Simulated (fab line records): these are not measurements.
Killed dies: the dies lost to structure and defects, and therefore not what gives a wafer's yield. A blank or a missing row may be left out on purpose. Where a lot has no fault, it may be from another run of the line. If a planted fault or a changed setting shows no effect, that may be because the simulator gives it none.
fab line records -- flow berkeleyCmos170
[record] lots = 5, wafers = 23
route steps=331 shown ZERO@13 PWELL@39 ACTIVE@68 SCREENOX@101 PSD@179 NSD@191 CONTACT@228
startH: hours from the record's first day to the start of the lot's first wafer shown -- waitH: how many hours have passed since the lot's step before this one -- " same as the row above -- L1.1+2: one row covering several wafers at once -- - value missing, or start not given -- * or withheld: withheld -- < > ~ a bound
route shown NAME@n: NAME is a module with steps in the file, n the number in the route of the first one -- usual: mean/standard deviation taken from wafers without a fault -- same: alike in all rows -- chamber/n: place in a boat -- sites: the reading at each site -- _std_site: standard deviation across them -- _edge_site: mean of outer sites minus mean of inner sites -- radiusMm: for every site, how far away it sits from the centre of the wafer -- mask NAME#n: copy n -- behind: tool/chamber where the wafer was last shaped -- hold: what put the lot on hold/how long, in hours/how the hold closed -- device: transistor that didn't switch, given as n, p or np -- end of line: at the end of the route, the tests of the same wafers -- a step given without rows: its recipe and nothing more -- killed: at the first sort, the dies lost to defects and structure; wafer yield is something else -- map: a wafer's dies, marking killed ones x, the rest . and places with no die _
set.NAME: setting as actually run; set.NAME@STEP: the setting as run at that earlier step -- model.NAME: the simulator's own value behind a step, which no gauge read
lots where settings were altered on purpose, with a table for each step and a row for each wafer
[[steps]]
[step UCB170_ZERO_STRIP_07]
[recipe] chemistry = O2, powerW = 400, pressureMtorr = 3500, platenTempC = withheld, o2FlowSccm = 400, overashFraction = 0.5
[usual] stripTimeToEndpointS = 21.45/0.081
lot.wafer,tool,chamber,startH,waitH,set.o2FlowSccm,stripTimeToEndpointS
L074.1,plasmaAsher-02,0,16.69,0.0,400,21.37
L074.2,plasmaAsher-02,1,16.69,0.0,400,21.37
L074.3,plasmaAsher-02,0,16.69,0.0,400,21.48
L074.4,plasmaAsher-02,1,16.69,0.0,357.4,21.70
L074.6,plasmaAsher-02,1,16.69,0.0,357.4,21.77
L077.1,plasmaAsher-04,0,42.31,0.0,400,21.28
L077.2,plasmaAsher-04,1,42.31,0.0,400,21.30
L077.3,plasmaAsher-04,1,42.31,0.0,400,21.30
L077.5,plasmaAsher-04,0,42.31,0.0,344.2,21.79
L077.6,plasmaAsher-04,1,42.31,0.0,344.2,21.77
L080.1,plasmaAsher-02,0,66.66,0.0,400,21.49
L080.3,plasmaAsher-02,1,66.66,0.0,400,21.46
L080.4,plasmaAsher-02,0,66.66,0.0,400,21.50
L085.1,plasmaAsher-04,0,73.08,0.0,400,21.56
L085.2,plasmaAsher-04,1,73.08,0.0,400,21.68
L085.3,plasmaAsher-04,0,73.08,0.0,400,21.56
L085.4,plasmaAsher-04,1,73.08,0.0,447.5,21.30
L085.5,plasmaAsher-04,0,73.08,0.0,447.5,21.24
L083.1,plasmaAsher-02,1,73.44,0.0,400,21.50
L083.3,plasmaAsher-02,1,73.44,0.0,423.3,21.31
L083.4,plasmaAsher-02,0,73.44,0.0,423.3,21.32
L083.5,plasmaAsher-02,0,73.44,0.0,400,21.46
L083.6,plasmaAsher-02,1,73.44,0.0,400,21.48
[step UCB170_PWELL_CVD_05]
[recipe] material = Si3N4, targetThkNm = 220, tempC = 800, precursor = SiH2Cl2/NH3, timeS = 3300, pressureMtorr = 200, sih2cl2FlowSccm = 25, nh3FlowSccm = 75
lot.wafer,tool,chamber,startH,waitH,set.timeS,model.Si3N4_of_PWELL_CVD_05.thkNm
L074.1,-,-,-,-,3424,225.5
L074.2,-,-,-,-,3424,224.3
L074.3,-,-,-,-,3424,224.4
L074.4,-,-,-,-,3424,226.5
L074.6,-,-,-,-,3424,225.8
L077.1,-,-,-,-,3085,204.7
L077.2,-,-,-,-,3085,204.6
L077.3,-,-,-,-,3085,203.6
L077.5,-,-,-,-,3085,204.1
L077.6,-,-,-,-,3085,203.4
L080.1,lpcvd-02,0,105.80,0.0,3300,215.1
L080.3,lpcvd-02,0,105.80,0.0,3300,216.4
L080.4,lpcvd-02,0,105.80,0.0,3300,218.9
L083.1,-,-,-,-,3102,204
L083.3,-,-,-,-,3102,205.2
L083.4,-,-,-,-,3102,208.4
L083.5,-,-,-,-,3102,206
L083.6,-,-,-,-,3102,207
L085.1,-,-,-,-,3735,246.7
L085.2,-,-,-,-,3735,248.6
L085.3,-,-,-,-,3735,247.9
L085.4,-,-,-,-,3735,249.4
L085.5,-,-,-,-,3735,247.6
[step UCB170_PWELL_THK_MEAS_06]
[recipe] reads = Si3N4_of_PWELL_CVD_05
[usual] PWELL_NITRIDE_THK = 218.5/1.9
lot.wafer,tool,chamber,startH,waitH,set.timeS@PWELL_CVD_05,PWELL_NITRIDE_THK[nm]
L074.1,filmMetro-03,-,-,-,3424,225.3
L074.2,filmMetro-03,-,-,-,3424,223.8
L074.3,filmMetro-03,-,-,-,3424,224.7
L074.4,filmMetro-03,-,-,-,3424,226.6
L074.6,filmMetro-03,-,-,-,3424,225.8
L077.1,filmMetro-04,-,-,-,3085,204.6
L077.2,filmMetro-04,-,-,-,3085,204.3
L077.3,filmMetro-04,-,-,-,3085,203.6
L077.5,filmMetro-04,-,-,-,3085,204.1
L077.6,filmMetro-04,-,-,-,3085,203.5
L080.1,filmMetro-03,-,107.77,0.1,3300,215.1
L080.3,filmMetro-03,-,107.77,0.1,3300,216.4
L080.4,filmMetro-03,-,107.77,0.1,3300,218.8
L085.1,filmMetro-04,-,-,-,3735,246.8
L085.2,filmMetro-04,-,-,-,3735,248.8
L085.3,filmMetro-04,-,-,-,3735,247.9
L085.4,filmMetro-04,-,-,-,3735,249.5
L085.5,filmMetro-04,-,-,-,3735,247.6
L083.1,filmMetro-04,-,-,-,3102,204.2
L083.3,filmMetro-04,-,-,-,3102,205.1
L083.4,filmMetro-04,-,-,-,3102,208.6
L083.5,filmMetro-04,-,-,-,3102,205.9
L083.6,filmMetro-04,-,-,-,3102,206.9
[step UCB170_PWELL_HMDS_07]
[recipe] primeTimeS = 60, primeTempC = 100
[step UCB170_PWELL_COAT_08]
[recipe] resist = KrF, spinRpm = 1500, resistThkNm = 911.6
[step UCB170_PWELL_DEVELOP_12]
[recipe] developer = TMAH, developTimeS = 45, resist = KrF, devTempC = 21
[step UCB170_PWELL_ETCH_14]
[recipe] chemistry = CH3F/Ar/O2, target = Si3N4, stopOn = SiO2, CH3F_flow_sccm = 20, Ar_flow_sccm = 50, O2_flow_sccm = 7, pressureMtorr = 50, rfW = 450, targetDepthA = 2420, overEtchFrac = 0.1, timeS = 151
lot.wafer,tool,chamber,startH,waitH,set.timeS@PWELL_CVD_05,model.etch.depthNm
L074.1,rieDiel-03,0,63.21,0.0,3424,225.5
L074.2,rieDiel-03,2,63.21,0.0,3424,224.3
L074.3,rieDiel-03,3,63.21,0.0,3424,224.4
L074.4,rieDiel-03,1,63.21,0.0,3424,226.5
L074.6,rieDiel-03,3,63.21,0.0,3424,225.8
L077.1+2+5,rieDiel-01,"0,3,2",94.80,0.0,3085,-
L077.3,rieDiel-01,2,94.80,0.0,3085,203.6
L077.6,rieDiel-01,0,94.80,0.0,3085,203.4
L080.1,rieDiel-03,0,109.82,0.0,3300,215.1
L080.3,rieDiel-03,2,109.82,0.0,3300,216.4
L080.4,rieDiel-03,1,109.82,0.0,3300,218.9
L085.1,rieDiel-01,0,109.96,0.0,3735,239.5
L085.2,rieDiel-01,1,109.96,0.0,3735,243.1
L085.3,rieDiel-01,3,109.96,0.0,3735,233.4
L085.4,rieDiel-01,2,109.96,0.0,3735,238.9
L085.5,rieDiel-01,2,109.96,0.0,3735,237.9
L083.1,rieDiel-03,3,110.15,0.0,3102,204
L083.3,rieDiel-03,0,110.15,0.0,3102,205.2
L083.4,rieDiel-03,2,110.15,0.0,3102,208.4
L083.5,rieDiel-03,3,110.15,0.0,3102,206
L083.6,rieDiel-03,0,110.15,0.0,3102,207
[step UCB170_PWELL_IMPLANT_15]
[recipe] species = B, doseCm2 = 5e+12, energyKev = 60, tiltDeg = 7
lot.wafer,tool,chamber,startH,waitH,set.energyKev,model.implant.rpNm,model.implant.drpNm
L074.1+2+3+4+6,implanter-03,0,63.31,0.1,60,187.1,64.7
L077.1+6,implanter-02,0,94.90,0.1,60,192.3,64.7
L077.2+3+5,implanter-02,0,94.90,0.1,62.05,200.1,65.85
L080.1+3+4,implanter-04,0,109.92,0.1,60,186.2,64.7
L085.1+2+3+4+5,implanter-03,0,110.06,0.1,60,187.4,64.7
L083.1+5,implanter-04,0,110.25,0.1,58.77,186.5,63.99
L083.3+4+6,implanter-04,0,110.25,0.1,60,190.1,64.7
[step UCB170_ACTIVE_COAT_08]
[recipe] resist = KrF, spinRpm = 1500, resistThkNm = 900
lot.wafer,tool,chamber,startH,waitH,set.resistThkNm,model.KrF_of_ACTIVE_COAT_08.thkNm
L074.1,lithoTrack-03,0,97.18,0.1,946.4,947.8
L074.2,lithoTrack-03,0,97.18,0.1,900,901.8
L074.3,lithoTrack-03,0,97.18,0.1,900,899.9
L074.4,lithoTrack-03,0,97.18,0.1,900,897.4
L074.6,lithoTrack-03,0,97.18,0.1,946.4,942.3
L077.1,lithoTrack-03,0,134.59,0.1,900,900.4
L077.2,lithoTrack-03,0,134.59,0.1,872.8,873.7
L077.3,lithoTrack-03,0,134.59,0.1,872.8,873.1
L077.5,lithoTrack-03,0,134.59,0.1,900,902.5
L077.6,lithoTrack-03,0,134.59,0.1,872.8,875.3
L083.1,lithoTrack-04,0,152.53,0.1,900,905.2
L083.3,lithoTrack-04,0,152.53,0.1,900,903
L083.4,lithoTrack-04,0,152.53,0.1,880.7,880.8
L083.5,lithoTrack-04,0,152.53,0.1,880.7,883.2
L083.6,lithoTrack-04,0,152.53,0.1,900,902.9
L085.1,lithoTrack-03,0,152.75,0.1,900,903.2
L085.2,lithoTrack-03,0,152.75,0.1,900,901.9
L085.3,lithoTrack-03,0,152.75,0.1,900,901.3
L085.4,lithoTrack-03,0,152.75,0.1,900,901.6
L085.5,lithoTrack-03,0,152.75,0.1,900,902.1
L080.1,lithoTrack-04,0,152.98,0.1,900,901.6
L080.3,lithoTrack-04,0,152.98,0.1,900,903.3
L080.4,lithoTrack-04,0,152.98,0.1,900,904.8
[step UCB170_ACTIVE_SOFTBAKE_09]
[recipe] resist = KrF, tempC = 130, timeS = 60
lot.wafer,tool,chamber,startH,waitH,set.timeS
L074.1+2+3+4+6,lithoTrack-03,0,97.33,0.1,60
L077.1+3+5,lithoTrack-03,0,134.74,0.1,68.4
L077.2+6,lithoTrack-03,0,134.74,0.1,60
L083.1+3,lithoTrack-04,0,152.68,0.1,60
L083.4+5+6,lithoTrack-04,0,152.68,0.1,52.91
L085.1+4+5,lithoTrack-03,0,152.90,0.1,51.16
L085.2+3,lithoTrack-03,0,152.90,0.1,60
L080.1+3+4,lithoTrack-04,0,153.13,0.1,60
[step UCB170_ACTIVE_EXPOSE_10]
[recipe] maskId = ACTIVE, targetCdNm = 1200, na = 0.5, sigmaOuter = 0.6, sourceShape = conventional, doseMj = 20
[step UCB170_ACTIVE_PEB_11]
[recipe] pebTempC = 130, pebTimeS = withheld, resist = KrF
[step UCB170_ACTIVE_ETCH_15]
[recipe] chemistry = CH3F/Ar/O2, target = Si3N4, stopOn = SiO2, CH3F_flow_sccm = 20, Ar_flow_sccm = 50, O2_flow_sccm = 7, pressureMtorr = 50, rfW = 450, targetDepthA = 2420, overEtchFrac = 0.1, timeS = 151
lot.wafer,tool,chamber,startH,waitH,set.resistThkNm@ACTIVE_COAT_08,model.KrF_of_ACTIVE_COAT_08.thkNm
L074.1,rieDiel-01,2,98.30,0.0,946.4,773.4
L074.2,rieDiel-01,0,98.30,0.0,900,726.3
L074.3,rieDiel-01,3,98.30,0.0,900,728.9
L074.4,rieDiel-01,1,98.30,0.0,900,717.6
L074.6,rieDiel-01,0,98.30,0.0,946.4,767.6
L077.1,rieDiel-02,2,135.56,0.0,900,726.4
L077.2,rieDiel-02,3,135.56,0.0,872.8,692.3
L077.3,rieDiel-02,1,135.56,0.0,872.8,692.6
L077.5,rieDiel-02,1,135.56,0.0,900,721
L077.6,rieDiel-02,2,135.56,0.0,872.8,701.8
L083.1,rieDiel-01,1,154.07,0.0,900,726.9
L083.3,rieDiel-01,3,154.07,0.0,900,729.2
L083.4,rieDiel-01,2,154.07,0.0,880.7,706.1
L083.5,rieDiel-01,2,154.07,0.0,880.7,707.8
L083.6,rieDiel-01,3,154.07,0.0,900,728.7
L085.1,rieDiel-04,0,154.40,0.0,900,735
L085.2,rieDiel-04,3,154.40,0.0,900,722.4
L085.3,rieDiel-04,1,154.40,0.0,900,719
L085.4,rieDiel-04,2,154.40,0.0,900,720.8
L085.5,rieDiel-04,2,154.40,0.0,900,720.7
L080.1,rieDiel-02,1,154.64,0.0,900,721
L080.3,rieDiel-02,0,154.64,0.0,900,724.7
L080.4,rieDiel-02,2,154.64,0.0,900,732.5
[step UCB170_ACTIVE_STRIP_16]
[recipe] chemistry = O2, powerW = 400, pressureMtorr = 3500, platenTempC = withheld, o2FlowSccm = 400, overashFraction = 0.5
[usual] stripTimeToEndpointS = 18.09/0.11
lot.wafer,tool,chamber,startH,waitH,set.resistThkNm@ACTIVE_COAT_08,stripTimeToEndpointS
L074.1,plasmaAsher-04,0,98.40,0.1,946.4,19.26
L074.2,plasmaAsher-04,1,98.40,0.1,900,18.14
L074.3,plasmaAsher-04,1,98.40,0.1,900,18.20
L074.4,plasmaAsher-04,0,98.40,0.1,900,17.91
L074.6,plasmaAsher-04,0,98.40,0.1,946.4,19.12
L077.1,plasmaAsher-04,1,135.66,0.1,900,18.14
L077.2,plasmaAsher-04,0,135.66,0.1,872.8,17.31
L077.3,plasmaAsher-04,0,135.66,0.1,872.8,17.33
L077.5,plasmaAsher-04,0,135.66,0.1,900,18.00
L077.6,plasmaAsher-04,1,135.66,0.1,872.8,17.54
L083.1,plasmaAsher-01,0,154.17,0.1,900,18.15
L083.3,plasmaAsher-01,1,154.17,0.1,900,18.19
L083.4,plasmaAsher-01,0,154.17,0.1,880.7,17.64
L083.5,plasmaAsher-01,1,154.17,0.1,880.7,17.68
L083.6,plasmaAsher-01,0,154.17,0.1,900,18.20
L085.1,plasmaAsher-02,1,154.50,0.1,900,18.34
L085.2,plasmaAsher-02,0,154.50,0.1,900,18.02
L085.3,plasmaAsher-02,0,154.50,0.1,900,17.94
L085.4,plasmaAsher-02,1,154.50,0.1,900,18.00
L085.5,plasmaAsher-02,1,154.50,0.1,900,17.98
L080.1,plasmaAsher-01,1,154.74,0.1,900,18.01
L080.3,plasmaAsher-01,1,154.74,0.1,900,18.09
L080.4,plasmaAsher-01,0,154.74,0.1,900,18.29
[step UCB170_SCREENOX_OXIDATION_01]
[recipe] tempC = 900, ambient = O2, targetThkA = 144, oxTimeS = 2400
lot.wafer,tool,chamber,startH,waitH,set.oxTimeS,model.SiO2_of_SCREENOX_OXIDATION_01.thkNm
L074.1,-,-,-,8.0,2745,15.41
L074.2,-,-,-,8.0,2745,15.63
L074.3,-,-,-,8.0,2745,15.59
L074.4,-,-,-,8.0,2745,15.74
L074.6,-,-,-,8.0,2745,15.61
L077.1,-,-,-,7.7,2400,14.27
L077.2,-,-,-,7.7,2400,14.66
L077.3,-,-,-,7.7,2400,14.45
L077.5,-,-,-,7.7,2400,14.33
L077.6,-,-,-,7.7,2400,14.51
L080.1,furnace-02,0,193.83,6.3,2400,14.57
L080.3,furnace-02,0,193.83,6.3,2400,14.49
L080.4,furnace-02,0,193.83,6.3,2400,14.53
L083.1,-,-,-,6.4,2076,13.01
L083.3,-,-,-,6.4,2076,12.86
L083.4,-,-,-,6.4,2076,12.76
L083.5,-,-,-,6.4,2076,12.96
L083.6,-,-,-,6.4,2076,13
L085.1,-,-,-,6.4,2400,14.02
L085.2,-,-,-,6.4,2400,14.25
L085.3,-,-,-,6.4,2400,14.14
L085.4+5,-,-,-,6.4,2400,14.11
[step UCB170_SCREENOX_THK_MEAS_02]
[recipe] reads = SiO2_of_SCREENOX_OXIDATION_01
[usual] SCREENOX_OXIDE_THK = 14.52/0.27
lot.wafer,tool,chamber,startH,waitH,set.oxTimeS@SCREENOX_OXIDATION_01,SCREENOX_OXIDE_THK[nm]
L074.1,filmMetro-02,-,-,-,2745,15.41
L074.2,filmMetro-02,-,-,-,2745,15.61
L074.3,filmMetro-02,-,-,-,2745,15.59
L074.4,filmMetro-02,-,-,-,2745,15.78
L074.6,filmMetro-02,-,-,-,2745,15.62
L077.1,filmMetro-01,-,-,-,2400,14.26
L077.2,filmMetro-01,-,-,-,2400,14.65
L077.3,filmMetro-01,-,-,-,2400,14.50
L077.5,filmMetro-01,-,-,-,2400,14.35
L077.6,filmMetro-01,-,-,-,2400,14.47
L083.1,filmMetro-04,-,-,-,2076,12.92
L083.3,filmMetro-04,-,-,-,2076,12.83
L083.4,filmMetro-04,-,-,-,2076,12.78
L083.5,filmMetro-04,-,-,-,2076,12.99
L083.6,filmMetro-04,-,-,-,2076,12.99
L085.1,filmMetro-04,-,-,-,2400,14.01
L085.2,filmMetro-04,-,-,-,2400,14.24
L085.3,filmMetro-04,-,-,-,2400,14.13
L085.4,filmMetro-04,-,-,-,2400,14.11
L085.5,filmMetro-04,-,-,-,2400,14.11
L080.1,filmMetro-02,-,195.62,0.1,2400,14.58
L080.3,filmMetro-02,-,195.62,0.1,2400,14.51
L080.4,filmMetro-02,-,195.62,0.1,2400,14.56
[step UCB170_PSD_PEB_04]
[recipe] pebTempC = 130, pebTimeS = withheld, resist = KrF
lot.wafer,tool,chamber,startH,waitH,set.pebTempC
L074.1+6,lithoTrack-01,0,177.02,0.3,126.4
L074.2+3+4,lithoTrack-01,0,177.02,0.3,130
L077.1+2+3+5+6,lithoTrack-03,0,220.31,0.1,130
L083.1+3+5,lithoTrack-01,0,240.52,0.1,132.1
L083.4+6,lithoTrack-01,0,240.52,0.1,130
L080.1+3+4,lithoTrack-03,0,240.80,0.3,130
L085.1+4+5,lithoTrack-01,0,241.70,0.7,130
L085.2+3,lithoTrack-01,0,241.70,0.7,128.5
[step UCB170_PSD_DEVELOP_05]
[recipe] developer = TMAH, developTimeS = 46.88, resist = KrF, devTempC = 21
lot.wafer,tool,chamber,startH,waitH,set.pebTempC@PSD_PEB_04,model.PSD.cdNm
L074.1,lithoTrack-01,0,-,-,126.4,1172
L074.2+4,lithoTrack-01,0,-,-,130,1200
L074.3,lithoTrack-01,0,-,-,130,1201
L074.6,lithoTrack-01,0,-,-,126.4,1170
L077.1+3,lithoTrack-03,0,-,-,130,1199
L077.2+5,lithoTrack-03,0,-,-,130,1204
L077.6,lithoTrack-03,0,-,-,130,1203
L083.1,lithoTrack-01,0,-,-,132.1,1207
L083.3+5,lithoTrack-01,0,-,-,132.1,1215
L083.4,lithoTrack-01,0,-,-,130,1203
L083.6,lithoTrack-01,0,-,-,130,1194
L080.1,lithoTrack-03,0,-,-,130,1199
L080.3,lithoTrack-03,0,-,-,130,1201
L080.4,lithoTrack-03,0,-,-,130,1200
L085.1,lithoTrack-01,0,-,-,130,1201
L085.2+3,lithoTrack-01,0,-,-,128.5,1191
L085.4,lithoTrack-01,0,-,-,130,1207
L085.5,lithoTrack-01,0,-,-,130,1206
[step UCB170_PSD_CD_MEAS_06]
[recipe] targetCdNm = 1200
[usual] cdNm = 1200.7/1.3
lot.wafer,tool,chamber,startH,waitH,set.pebTempC@PSD_PEB_04,cdNm
L074.1,cdSem-02,-,177.29,-,126.4,1171.5
L074.2,cdSem-02,-,177.29,-,130,1199.8
L074.3,cdSem-02,-,177.29,-,130,1201.1
L074.4,cdSem-02,-,177.29,-,130,1200.4
L074.6,cdSem-02,-,177.29,-,126.4,1170.1
L077.1,cdSem-01,-,220.58,-,130,1199.2
L077.2,cdSem-01,-,220.58,-,130,1203.5
L077.3,cdSem-01,-,220.58,-,130,1199.5
L077.5,cdSem-01,-,220.58,-,130,1204.2
L077.6,cdSem-01,-,220.58,-,130,1202.9
L083.1,cdSem-01,-,240.80,-,132.1,1206.4
L083.3,cdSem-01,-,240.80,-,132.1,1215.0
L083.4,cdSem-01,-,240.80,-,130,1202.5
L083.5,cdSem-01,-,240.80,-,132.1,1215.3
L083.6,cdSem-01,-,240.80,-,130,1193.4
L080.1,cdSem-01,-,241.07,-,130,1199.1
L080.3,cdSem-01,-,241.07,-,130,1200.5
L080.4,cdSem-01,-,241.07,-,130,1200.0
L085.1,cdSem-01,-,242.01,-,130,1201.0
L085.2,cdSem-01,-,242.01,-,128.5,1191.4
L085.3,cdSem-01,-,242.01,-,128.5,1190.8
L085.4,cdSem-01,-,242.01,-,130,1206.7
L085.5,cdSem-01,-,242.01,-,130,1206.6
[step UCB170_NSD_PEB_04]
[recipe] pebTempC = 130, pebTimeS = withheld, resist = KrF
lot.wafer,tool,chamber,startH,waitH,set.pebTempC
L074.1+3+6,lithoTrack-04,0,183.27,0.6,130
L074.2+4,lithoTrack-04,0,183.27,0.6,129
L077.1+5,lithoTrack-03,0,222.43,0.3,131.7
L077.2+3+6,lithoTrack-03,0,222.43,0.3,130
L083.1+3,lithoTrack-02,0,243.51,0.7,126.7
L083.4+5+6,lithoTrack-02,0,243.51,0.7,130
L080.1+3+4,lithoTrack-03,0,243.70,0.8,130
L085.1+3+5,lithoTrack-03,0,244.42,0.7,131.6
L085.2+4,lithoTrack-03,0,244.42,0.7,130
[step UCB170_NSD_DEVELOP_05]
[recipe] developer = TMAH, developTimeS = 45, resist = KrF, devTempC = 21
[step UCB170_NSD_CD_MEAS_06]
[recipe] targetCdNm = 1200
[usual] cdNm = 1200.0/1.3
lot.wafer,tool,chamber,startH,waitH,set.pebTempC@NSD_PEB_04,cdNm
L074.1,cdSem-01,-,183.56,-,130,1200.0
L074.2,cdSem-01,-,183.56,-,129,1192.5
L074.3,cdSem-01,-,183.56,-,130,1199.6
L074.4,cdSem-01,-,183.56,-,129,1192.1
L074.6,cdSem-01,-,183.56,-,130,1199.7
L077.1,cdSem-02,-,222.70,-,131.7,1212.3
L077.2,cdSem-02,-,222.70,-,130,1201.0
L077.3,cdSem-02,-,222.70,-,130,1201.3
L077.5,cdSem-02,-,222.70,-,131.7,1211.6
L077.6,cdSem-02,-,222.70,-,130,1201.8
L083.1,cdSem-02,-,243.79,-,126.7,1173.1
L083.3,cdSem-02,-,243.79,-,126.7,1171.9
L083.4,cdSem-02,-,243.79,-,130,1198.1
L083.5,cdSem-02,-,243.79,-,130,1196.9
L083.6,cdSem-02,-,243.79,-,130,1197.5
L080.1,cdSem-01,-,243.97,-,130,1199.9
L080.3,cdSem-01,-,243.97,-,130,1200.4
L080.4,cdSem-01,-,243.97,-,130,1200.0
L085.1,cdSem-01,-,244.70,-,131.6,1209.5
L085.2,cdSem-01,-,244.70,-,130,1200.4
L085.3,cdSem-01,-,244.70,-,131.6,1209.1
L085.4,cdSem-01,-,244.70,-,130,1200.8
L085.5,cdSem-01,-,244.70,-,131.6,1210.1
[step UCB170_CONTACT_EXPOSE_12]
[recipe] maskId = CONT, targetCdNm = 700, na = 0.5, sigmaOuter = 0.6, sourceShape = conventional, doseMj = 35
lot.wafer,tool,chamber,startH,waitH,mask,set.doseMj
L074.1+4,krfScanner-01,0,191.01,-,CONT#0,35
L074.2+3+6,krfScanner-01,0,191.01,-,CONT#0,33.51
L077.1+5+6,krfScanner-02,0,230.54,-,CONT#0,35
L077.2+3,krfScanner-02,0,230.54,-,CONT#0,37.26
L083.1+4+6,krfScanner-01,0,251.66,-,CONT#0,35
L083.3+5,krfScanner-01,0,251.66,-,CONT#0,37.38
L085.1+4,krfScanner-01,0,252.14,-,CONT#0,33.64
L085.2+3+5,krfScanner-01,0,252.14,-,CONT#0,35
L080.1+3+4,krfScanner-02,0,252.50,-,CONT#0,35
[[key]]
[split] step = UCB170_ZERO_STRIP_07, setting = o2FlowSccm, stated = 400, by = wafer
[response] step = UCB170_ZERO_STRIP_07, reading = stripTimeToEndpointS, change = *, per = 1%, r = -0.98
[split] step = UCB170_PWELL_CVD_05, setting = timeS, stated = 3300, by = lot
[response] step = UCB170_PWELL_CVD_05, reading = model.Si3N4_of_PWELL_CVD_05.thkNm, change = +2.19, per = 1%, r = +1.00
[response] step = UCB170_PWELL_THK_MEAS_06, reading = PWELL_NITRIDE_THK, change = +2.2, per = 1%, r = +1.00
[response] step = UCB170_PWELL_ETCH_14, reading = model.etch.depthNm, change = +1.74, per = 1%, r = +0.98
[split] step = UCB170_PWELL_IMPLANT_15, setting = energyKev, stated = 60, by = wafer
[response] step = UCB170_PWELL_IMPLANT_15, reading = model.implant.rpNm, change = +2.13, per = 1%, r = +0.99
[response] step = UCB170_PWELL_IMPLANT_15, reading = model.implant.drpNm, change = +0.34, per = 1%, r = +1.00
[split] step = UCB170_ACTIVE_COAT_08, setting = resistThkNm, stated = 900, by = wafer
[response] step = UCB170_ACTIVE_COAT_08, reading = model.KrF_of_ACTIVE_COAT_08.thkNm, change = +9, per = 1%, r = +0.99
[response] step = UCB170_ACTIVE_ETCH_15, reading = model.KrF_of_ACTIVE_COAT_08.thkNm, change = +9.15, per = 1%, r = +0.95
[response] step = UCB170_ACTIVE_STRIP_16, reading = stripTimeToEndpointS, change = *, per = 1%, r = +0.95
[split] step = UCB170_ACTIVE_SOFTBAKE_09, setting = timeS, stated = 60, by = wafer
response none clear
[split] step = UCB170_SCREENOX_OXIDATION_01, setting = oxTimeS, stated = 2400, by = lot
[response] step = UCB170_SCREENOX_OXIDATION_01, reading = model.SiO2_of_SCREENOX_OXIDATION_01.thkNm, change = +0.0959, per = 1%, r = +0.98
[response] step = UCB170_SCREENOX_THK_MEAS_02, reading = SCREENOX_OXIDE_THK, change = +0.0966, per = 1%, r = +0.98
[split] step = UCB170_PSD_PEB_04, setting = pebTempC, stated = 130, by = wafer
[response] step = UCB170_PSD_DEVELOP_05, reading = model.PSD.cdNm, change = +10.4, per = 1%, r = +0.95
[response] step = UCB170_PSD_CD_MEAS_06, reading = cdNm, change = +10.4, per = 1%, r = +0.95
[split] step = UCB170_NSD_PEB_04, setting = pebTempC, stated = 130, by = wafer
[response] step = UCB170_NSD_CD_MEAS_06, reading = cdNm, change = +9.16, per = 1%, r = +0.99
[split] step = UCB170_CONTACT_EXPOSE_12, setting = doseMj, stated = 35, by = wafer
response none in this file
